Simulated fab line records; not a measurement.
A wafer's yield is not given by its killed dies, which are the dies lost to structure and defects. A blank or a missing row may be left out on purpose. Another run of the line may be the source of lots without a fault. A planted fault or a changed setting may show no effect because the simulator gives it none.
Comparing a struck lot with a sound one / flow rit cmos / 43 steps out of a route of 202
Sound: the wafers L483.3, L483.4, L483.6. Wafers L491.2, L491.4, L491.6 were the ones struck. Last of all comes the cause.
Per side, at each step with rows, come the tool, then ch with its chambers, and then its first start. Under that, the readings that differ: sound wafers / struck wafers / difference of the means / sigmas: that difference in standard deviations of wafers without a fault.
alike: words and numbers the same on both sides, and readings whose means are apart by under 2 such deviations; not compared: readings that were withheld, readings missing a value for some wafer, numbers with overlapping values and no deviation given by the record, and bounds like >300 which may hide the same value.
The two part at a step that has a row with sigmas, a row that says differs or no value, or rows on one side only. When numbers do not overlap yet have no deviation, they are printed without sigmas and do not part them. Lack of a reading on every wafer of one side parts them only where that side has two or more wafers.

first, 3 steps without rows for these wafers: RIT_SDANNEAL_CLEAN_00 (cleans in SC1, time 600 s); RIT_SDANNEAL_CLEAN_01 (cleans in dHF, time 30 s); RIT_SDANNEAL_CLEAN_02 (cleans in SC2, time 600 s).
RIT_SDANNEAL_RTA_03: time 5 s.
  sound on rtp anneal-01 ch 0, day 3 12:56; struck on rtp anneal-01 ch 0, day 5 03:32
  alike: ramp up c per s, wafer_temp_C_max
RIT_SDANNEAL_RS_MEAS_04: the measuring method here is four-point-probe.
  sound on film metro-03, day 3 13:01; struck on film metro-02, day 5 03:37
reading=PSD_RS (ohm/sq); sound=115.2 115.3 115.4; struck=116.1 116.1 115.8; difference=+0.7; sigmas=+2
RIT_SDANNEAL_RS_MEAS_05: the measuring method here is four-point-probe.
  sound on film metro-03, day 3 13:08; struck on film metro-02, day 5 03:44
  alike: NSD_RS
RIT_SDANNEAL_RS_MEAS_06: the measuring method here is four-point-probe.
  sound on film metro-03, day 3 13:16; struck on film metro-02, day 5 03:51
  alike: PLDD_RS
RIT_SDANNEAL_RS_MEAS_07: the measuring method here is four-point-probe.
  sound on film metro-03, day 3 13:23; struck on film metro-02, day 5 03:58
  alike: NLDD_RS
then, 1 step without rows for these wafers: RIT_SILICIDE_WET_ETCH_00 (etches SiO2 in BOE, target depth 14 nm, time 15 s).
RIT_SILICIDE_SPUTTER_01: material Ti, target thk 30 nm, time 229.5 s.
  sound on pvd sputter-01, day 3 13:28; struck on pvd sputter-01, day 5 04:05
  alike: throttle valve pct
RIT_SILICIDE_RS_MEAS_02: the measuring method here is four-point-probe.
  sound on film metro-03, day 3 13:40; struck on film metro-03, day 5 04:24
  alike: SILICIDE_TI_RS
RIT_SILICIDE_THK_MEAS_03: measures by xrf.
  sound on film metro-03, day 3 13:46; struck on film metro-03, day 5 04:31
  alike: SILICIDE_TI_THK
RIT_SILICIDE_RTA_04: time 10 s, ramp up 5 s, ramp down 5 s.
  sound on rtp anneal-02 ch 0, day 3 13:50; struck on rtp anneal-02 ch 0, day 5 04:34
  alike: wafer_temp_C_max
then, 2 steps without rows for these wafers: RIT_SILICIDE_WET_ETCH_05 (etches Ti in SPM, time 120 s); RIT_SILICIDE_RTA_06 (time 10 s, ramp up 5 s, ramp down 10 s).
RIT_CONTACT_CVD_00: deposits SiO2 from TEOS, target thk 400 nm, time 61 s.
  sound on pecvd-04 ch 0,1,2, day 3 14:02; struck on pecvd-03 ch 1,2, day 5 04:44
  alike: heater power w
RIT_CONTACT_THK_MEAS_01:
  sound on film metro-01, day 3 14:07; struck on film metro-01, day 5 04:47
  alike: CONTACT_TEOS_THK
then, 6 steps without rows for these wafers: RIT_CONTACT_HMDS_02 (prime time 60 s); RIT_CONTACT_COAT_03 (resist thk 1000 nm); RIT_CONTACT_SOFTBAKE_04 (time 60 s); RIT_CONTACT_EXPOSE_05 (exposes mask M11, target cd 1000 nm); RIT_CONTACT_PEB_06; RIT_CONTACT_DEVELOP_07 (develop time 120 s).
RIT_CONTACT_CD_MEAS_08: target cd 1000 nm.
  sound on cd sem-01, day 3 15:17; struck on cd sem-02, day 5 05:58
  alike: cd nm
RIT_CONTACT_OVL_MEAS_09:
  sound on overlay-02, day 3 15:23; struck on overlay-02, day 5 06:04
  alike: CONTACT_OVL
then, 1 step without rows for these wafers: RIT_CONTACT_HARDBAKE_10 (time 60 s).
RIT_CONTACT_ETCH_11: etches SiO2 in CHF3/CF4/Ar, stops on TiSi2, target depth 480 nm, time 320 s.
  sound on rie diel-01 ch 0,1,2, day 3 15:33; struck on rie diel-04 ch 0,2, day 5 06:14
reading=oes product au (a.u.); sound=1.000 1.019 0.995; struck=0.969 0.967 0.975; difference=-0.034; sigmas=-2
  alike: O2_flow_sccm, drypump motor current A, throttle valve pct
  not compared: rf hours counter h
then, 1 step without rows for these wafers: RIT_CONTACT_STRIP_12 (strips in O2, time 180 s).
RIT_CONTACT_CD_MEAS_90: target cd 1000 nm.
  sound on cd sem-02, day 3 15:58; struck on cd sem-01, day 5 06:38
  alike: cd nm
then, 2 steps without rows for these wafers: RIT_CONTACT_CLEAN_13 (cleans in SC1, time 600 s); RIT_CONTACT_CLEAN_14 (cleans in SC2, time 600 s).
RIT_M1_SPUTTER_00: material Al, target thk 400 nm, time 500 s.
  sound on pvd sputter-03, day 3 16:24; struck on pvd sputter-03, day 5 07:05
  alike: throttle valve pct
RIT_M1_RS_MEAS_01: the measuring method here is four-point-probe.
  sound on film metro-02, day 3 16:44; struck on film metro-02, day 5 07:24
  alike: M1_AL_RS
RIT_M1_THK_MEAS_02: measures by xrf.
  sound on film metro-02, day 3 16:50; struck on film metro-02, day 5 07:31
  alike: M1_AL_THK
then, 6 steps without rows for these wafers: RIT_M1_HMDS_03 (prime time 60 s); RIT_M1_COAT_04 (resist thk 1300 nm); RIT_M1_SOFTBAKE_05 (time 60 s); RIT_M1_EXPOSE_06 (exposes mask M12, target cd 2600 nm); RIT_M1_PEB_07; RIT_M1_DEVELOP_08 (develop time 68 s).
RIT_M1_CD_MEAS_09: target cd 2600 nm.
  sound on cd sem-01, day 3 17:55; struck on cd sem-02, day 5 08:28
  alike: cd nm
RIT_M1_OVL_MEAS_10:
  sound on overlay-01, day 3 18:01; struck on overlay-01, day 5 08:34
  alike: M1_OVL
RIT_M1_PROBE_99:
  sound on prober-01, day 3 20:38; struck on prober-02, day 5 11:08
reading=model.etest.contact nplus.end ohm um; sound=40.8 39.8 39.58; struck=42.9 43.18 41.69; difference=+2.5; sigmas=
reading=model.etest.contact pplus.end ohm um; sound=42.17 42.61 41.2; struck=43.06 44.45 44.25; difference=+1.93; sigmas=
reading=model.etest.npoly line.rs ohm sq rim less centre; sound=0.08283 -0.2319 0.01265; struck=-1.568 -1.772 -1.559; difference=-1.588; sigmas=
reading=model.etest.npoly line.rs ohm sq range; sound=0.2621 0.5086 0.3072; struck=1.752 1.848 1.684; difference=+1.402; sigmas=
reading=model.etest.npoly line.rs ohm sq; sound=17.68 17.48 17.63; struck=16.92 16.61 16.84; difference=-0.81; sigmas=
reading=model.etest.ppoly line.rs ohm sq; sound=16.93 16.93 17; struck=16.38 16.13 16.31; difference=-0.68; sigmas=
reading=model.etest.nplus sal.rs ohm sq rim less centre; sound=0.0426 0.0496 0.00364; struck=-0.4553 -0.4497 -0.5081; difference=-0.5030; sigmas=
reading=model.etest.nplus sal.rs ohm sq range; sound=0.09693 0.06748 0.08266; struck=0.4967 0.4872 0.5348; difference=+0.4239; sigmas=
  alike: killed at front end, killed dies, killed open, killed short

== WHERE THEY PART ==
First at RIT_SDANNEAL_RS_MEAS_04; last, within this record, at RIT_CONTACT_ETCH_11. Later steps at which nothing parts them and some readings are alike: RIT_CONTACT_CD_MEAS_90, RIT_M1_SPUTTER_00, RIT_M1_RS_MEAS_01, RIT_M1_THK_MEAS_02, RIT_M1_CD_MEAS_09, RIT_M1_OVL_MEAS_10, RIT_M1_PROBE_99.

WHY: what had been put in by the simulator
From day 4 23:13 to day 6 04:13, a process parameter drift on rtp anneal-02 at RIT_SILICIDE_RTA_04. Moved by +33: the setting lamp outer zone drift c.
